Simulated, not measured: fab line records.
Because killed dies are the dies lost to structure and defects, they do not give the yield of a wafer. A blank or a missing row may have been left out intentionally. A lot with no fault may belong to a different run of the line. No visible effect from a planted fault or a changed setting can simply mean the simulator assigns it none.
A sampling plan put to the test    flow berkeley_cmos170    one fab line, 4 faults that these records tell of, each judged on the records of the lots that it struck; 7 more are left out, because the records don't allow judging them
The line's own looks make up the plan; these are the steps of the route where a gauge or inspection reads the wafer and leaves it unchanged. Where struck wafers have a number at a look and the file lists that look's usual mean and standard deviation on fault-free wafers, the look can be judged. Caught: the struck wafers' mean, at a look after the fault's first step, is 4 or more of those standard deviations (sigma) away from the usual mean. On the tool: the identical test, applied to the tool's own readings at the steps of the fault. If the struck wafers alone have a blank record, or they carry another recipe, that too counts as caught.

== THE FAULTS, as the simulator had put them in ==
1. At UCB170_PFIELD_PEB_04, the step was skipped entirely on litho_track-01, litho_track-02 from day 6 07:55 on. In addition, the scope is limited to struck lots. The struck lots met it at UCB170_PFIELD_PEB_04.
2. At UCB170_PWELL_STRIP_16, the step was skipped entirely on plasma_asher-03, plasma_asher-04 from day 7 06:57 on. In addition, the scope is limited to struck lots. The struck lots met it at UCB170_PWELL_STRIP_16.
3. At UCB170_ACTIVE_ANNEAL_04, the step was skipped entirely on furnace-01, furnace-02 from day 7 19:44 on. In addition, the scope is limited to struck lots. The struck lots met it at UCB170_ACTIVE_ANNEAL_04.
4. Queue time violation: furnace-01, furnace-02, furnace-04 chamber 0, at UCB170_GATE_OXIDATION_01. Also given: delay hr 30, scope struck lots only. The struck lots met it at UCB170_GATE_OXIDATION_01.

== WHAT THE PLAN SAW ==
fault  on the tool itself                                first look that catches it                    reading, sigma  median hours from its first step to that look  hours from the fault's start to the first struck lot there  judged looks passed uncaught
1      the tool's record is blank for the struck wafers  no look after it can be judged                -               -                                              -                                                           0
2      the tool's record is blank for the struck wafers  no look after it can be judged                -               -                                              -                                                           0
3      the tool's record is blank for the struck wafers  not the one look that can be judged after it  -               -                                              -                                                           1
4      no reading that can be judged                     no look after it can be judged                -               -                                              -                                                           0
A dash: this means the fault isn't caught or the number doesn't appear in these records.

Caught at a look: 0 of 4. Caught on the tool: 3 of 4. By one or the other: 3 of 4.
Caught on the tool alone: faults 1, 2, 3.
Caught by neither: fault 4.
